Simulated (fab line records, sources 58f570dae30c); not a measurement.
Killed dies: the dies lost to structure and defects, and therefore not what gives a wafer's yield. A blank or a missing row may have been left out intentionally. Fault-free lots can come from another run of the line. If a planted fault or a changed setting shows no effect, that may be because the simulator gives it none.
Lot-split experiment ; flow berkeleyCmos170 ; 5 lots, 23 wafers read, on a route of 331 steps

== THE SPLIT ITSELF ==
At UCB170_PVT_IMPLANT_07, the setting doseCm2 was moved away from the recipe's 2e+12 on 9 of the 23 wafers read, by -7.0% to +2.0%. This setting was run at the recipe's value on the other wafers.

== FROM THE SPLIT TO THE READING: what the file shows between them, 1 step ==
- UCB170_PVT_STRIP_08: strips in O2

== THE READING ==
PVT_TW, at UCB170_PVT_TW_MEAS_09. A value of 505 with a standard deviation of 4.6 is what fault-free wafers of this fab line usually give.

wafer;tool, chamber at the split;doseCm2 as run;against the recipe;PVT_TW;against lot-mates on the recipe
L075.1;implanter-01, 0;2e+12;recipe;501;-
L075.2;implanter-01, 0;2e+12;recipe;502;-
L075.3;implanter-01, 0;1.913e+12;-4.3%;497;-4
L075.4;implanter-01, 0;1.913e+12;-4.3%;494;-8
L075.5;implanter-01, 0;1.913e+12;-4.3%;496;-6
L079.1;implanter-02, 0;2e+12;recipe;500;-
L079.2;implanter-02, 0;1.861e+12;-7.0%;492;-10
L079.3;implanter-02, 0;2e+12;recipe;503;-
L079.4;implanter-02, 0;1.861e+12;-7.0%;493;-8
L079.5;implanter-02, 0;1.861e+12;-7.0%;490;-12
L081.2;implanter-04, 0;2e+12;recipe;503;-
L081.4;implanter-04, 0;2e+12;recipe;503;-
L081.5;implanter-04, 0;2e+12;recipe;501;-
L080.1;implanter-01, 0;2e+12;recipe;510;-
L080.3;implanter-01, 0;2e+12;recipe;509;-
L080.4;implanter-01, 0;2e+12;recipe;508;-
L080.5;implanter-01, 0;2e+12;recipe;510;-
L080.6;implanter-01, 0;2e+12;recipe;509;-
L085.1;implanter-04, 0;2.041e+12;+2.0%;508;+3
L085.2;implanter-04, 0;2e+12;recipe;505;-
L085.3;implanter-04, 0;2e+12;recipe;505;-
L085.4;implanter-04, 0;2.041e+12;+2.0%;505;+0
L085.5;implanter-04, 0;2.041e+12;+2.0%;504;-1

THE FIT
A straight line over all 23 wafers: PVT_TW changes by +1.79 for each +1% of doseCm2; r = +0.86; the points scatter about the line by 3.2.
The same after taking each lot's own level away (the mean of its wafers on the recipe; 23 wafers): +1.28 for each +1%; r = +0.94; scatter 1.4.
That fit puts the effect of the largest move of doseCm2 on the reading at 8.9.
From 501.5 to 509.2: that is the span of the lots' own levels, equal to 1.7 times the standard deviation above.
So the lot-to-lot level changes the slope: the two fits differ.
Check: -9.23 against its lot-mates is what the line predicts for one of the wafers moved furthest among these (-7.0%) when that wafer is left out of the fit. Against them it came out at -9.5.

== OTHER SPLITS ON THESE WAFERS ==
Other splits were also applied to these wafers ahead of the reading. Each is held against what the fit with the lots' levels taken away leaves over:
other split on the same wafers;wafers away from the commonest value;r with PVT_TW (lot level and that fit taken away)
UCB170_ZERO_COAT_01 resistThkNm;4;-0.32
UCB170_ZERO_DEVELOP_05 devTempC;2;+0.29
UCB170_ACTIVE_PEB_11 pebTempC;11;-0.47
UCB170_SACOX_OXIDATION_01 tempC;18;-0.21
UCB170_SCREENOX_OXIDATION_01 oxTimeS;15;-0.26
UCB170_NVT_IMPLANT_07 energyKev;4;+0.32

== THE FILE'S OWN FIT ==
PVT_TW changes by +1.31 for each +1% of doseCm2, r = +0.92.
